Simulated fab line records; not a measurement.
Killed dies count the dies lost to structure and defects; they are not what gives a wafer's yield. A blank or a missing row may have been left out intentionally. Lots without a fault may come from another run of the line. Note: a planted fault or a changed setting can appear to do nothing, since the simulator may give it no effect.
What tool caused it? + flow berkeleyCmos170 + Sampling: 7 lots, 21 wafers, 3 of 331 route steps

== WHAT THE GAUGES SHOWED, per wafer ==
UCB170_PSD_TW_MEAS_10.
| lot  | measured     | on           | PSD_TW         |
|------|--------------|--------------|----------------|
| L348 | day 7 11:41  | filmMetro-03 | 2343 2347 2335 |
| L350 | day 8 12:13  | filmMetro-04 | 2291 2294 2287 |
| L354 | day 9 06:20  | filmMetro-04 | 2297 2301 2326 |
| L356 | day 10 01:28 | filmMetro-03 | 2347 2346 2358 |
| L358 | day 10 01:23 | filmMetro-03 | 2345 2359 2337 |
| L359 | day 10 08:59 | filmMetro-03 | 30 30 30       |
| L370 | day 13 03:40 | filmMetro-02 | 2337 2330 2330 |

== WHAT TOOL EACH LOT RAN ON (gives the tool, then ch and the chambers of the sampled wafers, and finally the start) ==
| lot  | UCB170_PFIELD_STRIP_08             | UCB170_PSD_DEVELOP_05            |
|------|------------------------------------|----------------------------------|
| L348 | plasmaAsher-04 ch 0,1, day 4 17:17 | lithoTrack-04 ch 0, day 7 11:00  |
| L350 | plasmaAsher-03 ch 0,1, day 5 18:28 | lithoTrack-04 ch 0, day 8 11:00  |
| L354 | plasmaAsher-01 ch 0,1, day 6 18:52 | lithoTrack-04 ch 0, day 9 05:00  |
| L356 | plasmaAsher-04 ch 0, day 6 23:41   | lithoTrack-02 ch 0, day 10 00:00 |
| L358 | plasmaAsher-04 ch 0,1, day 7 02:44 | lithoTrack-04 ch 0, day 10 00:00 |
| L359 | plasmaAsher-03 ch 0, day 7 16:23   | lithoTrack-04 ch 0, day 10 08:00 |
| L370 | plasmaAsher-03 ch 0,1, day 9 21:29 | lithoTrack-03 ch 0, day 13 03:00 |
- UCB170_PFIELD_STRIP_08: strips in O2.
- UCB170_PSD_DEVELOP_05: develop time 45 s.

== THE ANSWER, worked out from the rows above alone ==
Rule: what is usual is taken from the lots themselves. Put in order of their means at a reading, lots are off if they are a third of the lots or fewer, leave a main group of 4 or more, and stand apart from it by a gap of 3 or more times the standard deviation of the main group's means; of several such gaps the widest counts. A main group is skipped when, at the precision printed for the reading in the tables above, its means are all equal. A lot without any number at a reading at which 4 lots or more have one is off too. All remaining lots with rows at the step are treated as sound.
Off: at UCB170_PSD_TW_MEAS_10 (PSD_TW), L359. Main group: mean 2328, sd 22.
If a tool, at a process step before that reading, ran all the lots that are off and no sound lot after the first of them, it fits. Gauges at UCB170_PSD_TW_MEAS_10: tried the same way as those tools. 2 tools fit, lithoTrack-04 at UCB170_PSD_DEVELOP_05 and filmMetro-03 at UCB170_PSD_TW_MEAS_10, so this cannot tell which one it is.

== WHAT THE SIMULATOR PUT IN ==
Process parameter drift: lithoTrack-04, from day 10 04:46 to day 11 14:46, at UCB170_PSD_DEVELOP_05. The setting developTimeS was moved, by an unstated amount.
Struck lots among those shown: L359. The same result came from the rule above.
